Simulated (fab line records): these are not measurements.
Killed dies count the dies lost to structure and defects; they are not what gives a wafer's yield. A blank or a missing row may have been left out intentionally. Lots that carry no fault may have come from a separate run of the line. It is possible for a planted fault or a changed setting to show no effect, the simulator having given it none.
fab line records | flow berkeley-cmos170
record: lots: 5 | wafers: 15 | last-day: 11
route steps=331 shown CONTACT@219
lots that met no fault: taken from a fault-free run of the same line
start-h: hours from the record's first day to the start of the lot's first wafer shown | wait-h: hours since the lot's step before | " repeats the value in the row above | L1.1+2: a single row standing in for several wafers | - no value, or no start given | * or withheld: withheld | < > ~ a bound
route shown NAME@n: names a module that has steps shown in the file, with the first one's number in the route | usual: average and standard deviation across the fault-free wafers | same: alike in all rows | chamber/n: place in a boat | sites: readings site by site | _std_site: standard deviation of those values | _edge_site: the outer-site mean with the inner-site mean subtracted | radius-mm: for every site, how far away it sits from the centre of the wafer | mask NAME#n: copy n | behind: tool/chamber where the wafer was last shaped | hold: what put the lot on hold/how long, in hours/how the hold closed | device: transistor that didn't switch, given as n, p or np | end of line: the same wafers' tests at the end of the route | step lacking rows: just its recipe | killed: the dies lost at the first sort to structure and to defects; this is not the yield of the wafer | map: dies across one wafer; x = killed, . = not, _ = none there
set.NAME: the run value of the setting; set.NAME@STEP: its run value at that earlier step | model.NAME: the simulator's own value behind a step, which no gauge read
certain route steps with their lots: each step a table, each wafer a row
services: a tool's chamber out of use, with start hour (start-h, from the record's first day; less than 0 if before it), hours out, and reason
== steps ==
step: UCB170_CONTACT_HMDS_03
recipe: prime-time-s: 60 | prime-temp-c: 100
usual: chill-plate-temp-C: 23.03/0.093 | resist-line-temp-C: 23.01/0.11
lot.wafer | tool           | chamber | start-h | wait-h | chill-plate-temp-C | resist-line-temp-C
L082.2    | litho-track-03 | 0       | 180.45  | 0.1    | 23.13              | 22.89
L082.4    | "              | 0       | "       | "      | 22.95              | 22.98
L082.6    | "              | 0       | "       | "      | 22.93              | 22.86
L083.3    | litho-track-01 | 0       | 181.27  | 0.1    | 22.94              | 23.01
L083.5    | "              | 0       | "       | "      | 23.09              | 22.98
L083.6    | "              | 0       | "       | "      | 23.14              | 23.10
L084.3    | litho-track-01 | 0       | 201.04  | 0.1    | 22.97              | 23.04
L084.4    | "              | 0       | "       | "      | 22.94              | 23.42
L084.6    | "              | 0       | "       | "      | 23.01              | 23.09
L090.1    | litho-track-04 | 0       | 222.78  | 0.1    | 23.07              | 22.96
L090.2    | "              | 0       | "       | "      | 23.05              | 23.00
L090.3    | "              | 0       | "       | "      | 23.08              | 23.16
L096.2    | litho-track-03 | 0       | 249.96  | 0.1    | 23.17              | 23.04
L096.5    | "              | 0       | "       | "      | 23.09              | 23.06
L096.6    | "              | 0       | "       | "      | 23.14              | 23.13
step: UCB170_CONTACT_COAT_04
recipe: resist: KrF | spin-rpm: 1500 | resist-thk-nm: 900
usual: chill-plate-temp-C: 22.95/0.1 | resist-line-temp-C: 23.01/0.11
lot.wafer | tool           | chamber | start-h | wait-h | chill-plate-temp-C | resist-line-temp-C
L082.2    | litho-track-03 | 0       | 180.60  | 0.1    | 23.04              | 23.24
L082.4    | "              | 0       | "       | "      | 22.96              | 23.05
L082.6    | "              | 0       | "       | "      | 23.04              | 23.24
L083.3    | litho-track-01 | 0       | 181.42  | 0.1    | 22.88              | 22.94
L083.5    | "              | 0       | "       | "      | 22.94              | 22.92
L083.6    | "              | 0       | "       | "      | 22.94              | 23.04
L084.3    | litho-track-01 | 0       | 201.19  | 0.1    | 23.07              | 23.05
L084.4    | "              | 0       | "       | "      | 23.16              | 23.01
L084.6    | "              | 0       | "       | "      | 23.17              | 23.01
L090.1    | litho-track-04 | 0       | 222.93  | 0.1    | 23.13              | 23.04
L090.2    | "              | 0       | "       | "      | 22.94              | 23.14
L090.3    | "              | 0       | "       | "      | 23.06              | 23.04
L096.2    | litho-track-03 | 0       | 250.11  | 0.1    | 22.92              | 23.00
L096.5    | "              | 0       | "       | "      | 23.01              | 22.94
L096.6    | "              | 0       | "       | "      | 23.08              | 22.97
step: UCB170_CONTACT_SOFTBAKE_05
recipe: resist: KrF | temp-c: 130 | time-s: 60
usual: chill-plate-temp-C: 22.98/0.1 | plate-temp-C: 130.04/0.14 | resist-line-temp-C: 23.00/0.11
lot.wafer | tool           | chamber | start-h | wait-h | chill-plate-temp-C | plate-temp-C | resist-line-temp-C
L082.2    | litho-track-03 | 0       | 180.75  | 0.1    | 23.13              | 130.14       | 22.80
L082.4    | "              | 0       | "       | "      | 22.87              | 130.30       | 22.82
L082.6    | "              | 0       | "       | "      | 22.87              | 130.31       | 22.84
L083.3    | litho-track-01 | 0       | 181.57  | 0.1    | 22.93              | 130.09       | 22.90
L083.5    | "              | 0       | "       | "      | 22.94              | 130.11       | 22.87
L083.6    | "              | 0       | "       | "      | 23.03              | 130.03       | 23.04
L084.3    | litho-track-01 | 0       | 201.34  | 0.1    | 23.10              | 130.22       | 22.88
L084.4    | "              | 0       | "       | "      | 22.99              | 130.11       | 23.00
L084.6    | "              | 0       | "       | "      | 23.31              | 130.18       | 22.95
L090.1    | litho-track-04 | 0       | 223.08  | 0.1    | 23.11              | 130.06       | 23.18
L090.2    | "              | 0       | "       | "      | 23.22              | 129.93       | 23.01
L090.3    | "              | 0       | "       | "      | 23.10              | 129.94       | 23.02
L096.2    | litho-track-03 | 0       | 250.26  | 0.1    | 22.81              | 130.05       | 23.12
L096.5    | "              | 0       | "       | "      | 22.80              | 130.00       | 23.16
L096.6    | "              | 0       | "       | "      | 22.73              | 129.85       | 23.02
step: UCB170_CONTACT_STRIP_06
recipe: chemistry: O2 | power-w: 400 | pressure-mtorr: 3500 | platen-temp-c: withheld | o2-flow-sccm: 400 | overash-fraction: 0.5
usual: drypump-motor-current-A: 5.8/0.55 | oes-product-au: 0.735/0.0045 | strip-time-to-endpoint-s: 21.96/0.057
same: overash-fraction: 0.5
lot.wafer | tool            | chamber | start-h | wait-h | drypump-motor-current-A | oes-product-au | rf-hours-counter-h | strip-time-to-endpoint-s
L082.2    | plasma-asher-02 | 0       | 180.87  | 0.1    | 5.8                     | 0.729          | 49                 | 21.92
L082.4    | "               | 0       | "       | "      | 5.8                     | 0.736          | -                  | 21.92
L082.6    | "               | 1       | "       | "      | 6.3                     | 0.738          | -                  | 21.96
L083.3    | plasma-asher-03 | 1       | 181.70  | 0.1    | 5.0                     | 0.730          | -                  | 22.07
L083.5    | "               | 1       | "       | "      | 5.0                     | 0.735          | -                  | 22.05
L083.6    | "               | 0       | "       | "      | 5.3                     | 0.736          | -                  | 21.97
L084.3    | plasma-asher-01 | 1       | 201.47  | 0.1    | 5.6                     | 0.734          | -                  | 21.95
L084.4    | "               | 0       | "       | "      | 6.6                     | 0.731          | -                  | 22.01
L084.6    | "               | 0       | "       | "      | 6.5                     | 0.731          | -                  | 21.99
L090.1    | plasma-asher-01 | 1       | 223.23  | 0.1    | 5.6                     | 0.732          | 43                 | 21.90
L090.2    | "               | 0       | "       | "      | 6.5                     | 0.740          | 43                 | 21.90
L090.3    | "               | 0       | "       | "      | 6.5                     | 0.741          | -                  | 21.88
L096.2    | plasma-asher-01 | 0       | 250.38  | 0.1    | 6.5                     | 0.726          | 46                 | 21.99
L096.5    | "               | 0       | "       | "      | 6.5                     | 0.733          | -                  | 21.97
L096.6    | "               | 1       | "       | "      | 5.6                     | 0.733          | -                  | 21.94
step: UCB170_CONTACT_CLEAN_07
recipe: chemistry: SPM | temp-c: 120 | time-s: 600
lot.wafer  | tool         | chamber | start-h | wait-h
L082.2+4+6 | wet-bench-02 | 3       | 180.97  | 0.1
L083.3+5+6 | wet-bench-02 | 0       | 181.77  | 0.0
L084.3+4+6 | wet-bench-03 | 1       | 201.59  | 0.1
L090.1+2+3 | wet-bench-02 | 2       | 223.47  | 0.2
L096.2+5+6 | wet-bench-03 | 1       | 250.48  | 0.1
step: UCB170_CONTACT_RTA_08
recipe: temp-c: 900 | time-s: 10 | ambient: N2
usual: chamber-o2-ppm: 1.998/0.02 | lamp-power-pct: 25.6/0.5 | wafer_temp_C_max: 904.4/1.2
lot.wafer | tool          | chamber | start-h | wait-h | chamber-o2-ppm | lamp-power-pct | wafer_temp_C_max
L082.2    | rtp-anneal-02 | 0       | 181.17  | 0.0    | 2.020          | 25.0           | 904.3
L082.4    | "             | 0       | "       | "      | 2.041          | 25.1           | 902.8
L082.6    | "             | 0       | "       | "      | 1.979          | 25.0           | 904.9
L083.3    | rtp-anneal-02 | 0       | 181.98  | 0.0    | 2.013          | 25.1           | 903.9
L083.5    | "             | 0       | "       | "      | 1.996          | 25.0           | 903.8
L083.6    | "             | 0       | "       | "      | 2.002          | 25.1           | 903.4
L084.3    | rtp-anneal-01 | 0       | 201.81  | 0.0    | 1.968          | 26.0           | 905.0
L084.4    | "             | 0       | "       | "      | 2.028          | 26.1           | 906.2
L084.6    | "             | 0       | "       | "      | 2.002          | 26.0           | 905.6
L090.1    | rtp-anneal-01 | 0       | 223.66  | 0.0    | 2.006          | 26.0           | 909.0
L090.2    | "             | 0       | "       | "      | 1.994          | 26.0           | 905.2
L090.3    | "             | 0       | "       | "      | 1.981          | 26.0           | 905.9
L096.2    | rtp-anneal-02 | 0       | 250.67  | 0.0    | 2.002          | 25.1           | 903.7
L096.5    | "             | 0       | "       | "      | 2.020          | 25.0           | 902.8
L096.6    | "             | 0       | "       | "      | 1.993          | 25.0           | 903.4
step: UCB170_CONTACT_COAT_09
recipe: resist: BARC | temp-c: withheld | time-s: withheld | spin-rpm: 3000 | resist-thk-nm: withheld
usual: chill-plate-temp-C: * | resist-line-temp-C: *
lot.wafer | tool           | chamber | start-h | wait-h | chill-plate-temp-C | resist-line-temp-C
L082.2    | litho-track-03 | 0       | 181.26  | 0.1    | *                  | *
L082.4    | "              | 0       | "       | "      | *                  | *
L082.6    | "              | 0       | "       | "      | *                  | *
L083.3    | litho-track-03 | 0       | 182.07  | 0.1    | *                  | *
L083.5    | "              | 0       | "       | "      | *                  | *
L083.6    | "              | 0       | "       | "      | *                  | *
L084.3    | litho-track-04 | 0       | 201.90  | 0.1    | *                  | *
L084.4    | "              | 0       | "       | "      | *                  | *
L084.6    | "              | 0       | "       | "      | *                  | *
L090.1    | litho-track-01 | 0       | 223.72  | 0.1    | *                  | *
L090.2    | "              | 0       | "       | "      | *                  | *
L090.3    | "              | 0       | "       | "      | *                  | *
L096.2    | litho-track-03 | 0       | 250.86  | 0.2    | *                  | *
L096.5    | "              | 0       | "       | "      | *                  | *
L096.6    | "              | 0       | "       | "      | *                  | *
step: UCB170_CONTACT_COAT_10
recipe: resist: KrF | spin-rpm: 1500 | resist-thk-nm: 900
usual: chill-plate-temp-C: 23.00/0.11 | resist-line-temp-C: 22.99/0.1
lot.wafer | tool           | chamber | start-h | wait-h | chill-plate-temp-C | resist-line-temp-C
L082.2    | litho-track-03 | 0       | -       | -      | 22.95              | 22.99
L082.4    | "              | 0       | "       | "      | 23.16              | 22.85
L082.6    | "              | 0       | "       | "      | 23.07              | 23.00
L083.3    | litho-track-03 | 0       | -       | -      | 22.88              | 23.00
L083.5    | "              | 0       | "       | "      | 22.93              | 22.92
L083.6    | "              | 0       | "       | "      | 22.99              | 23.14
L084.3    | litho-track-04 | 0       | -       | -      | 23.14              | 23.10
L084.4    | "              | 0       | "       | "      | 23.17              | 22.84
L084.6    | "              | 0       | "       | "      | 23.18              | 22.94
L090.1    | litho-track-01 | 0       | -       | -      | 23.05              | 23.30
L090.2    | "              | 0       | "       | "      | 23.23              | 23.12
L090.3    | "              | 0       | "       | "      | 23.00              | 23.10
L096.2    | litho-track-03 | 0       | -       | -      | 22.80              | 22.96
L096.5    | "              | 0       | "       | "      | 22.84              | 23.01
L096.6    | "              | 0       | "       | "      | 23.07              | 22.90
== services ==
tool            | chamber | start-h | hours | kind
plasma-asher-03 | -       | 169.09  | 0.6   | repair
plasma-asher-03 | -       | 202.63  | 0.3   | repair
plasma-asher-03 | -       | 210.60  | 9.9   | pm
plasma-asher-01 | -       | 227.84  | 1.7   | repair
plasma-asher-03 | -       | 232.36  | 2.8   | pm
plasma-asher-02 | -       | 234.52  | 1.4   | repair
== key ==
fault none
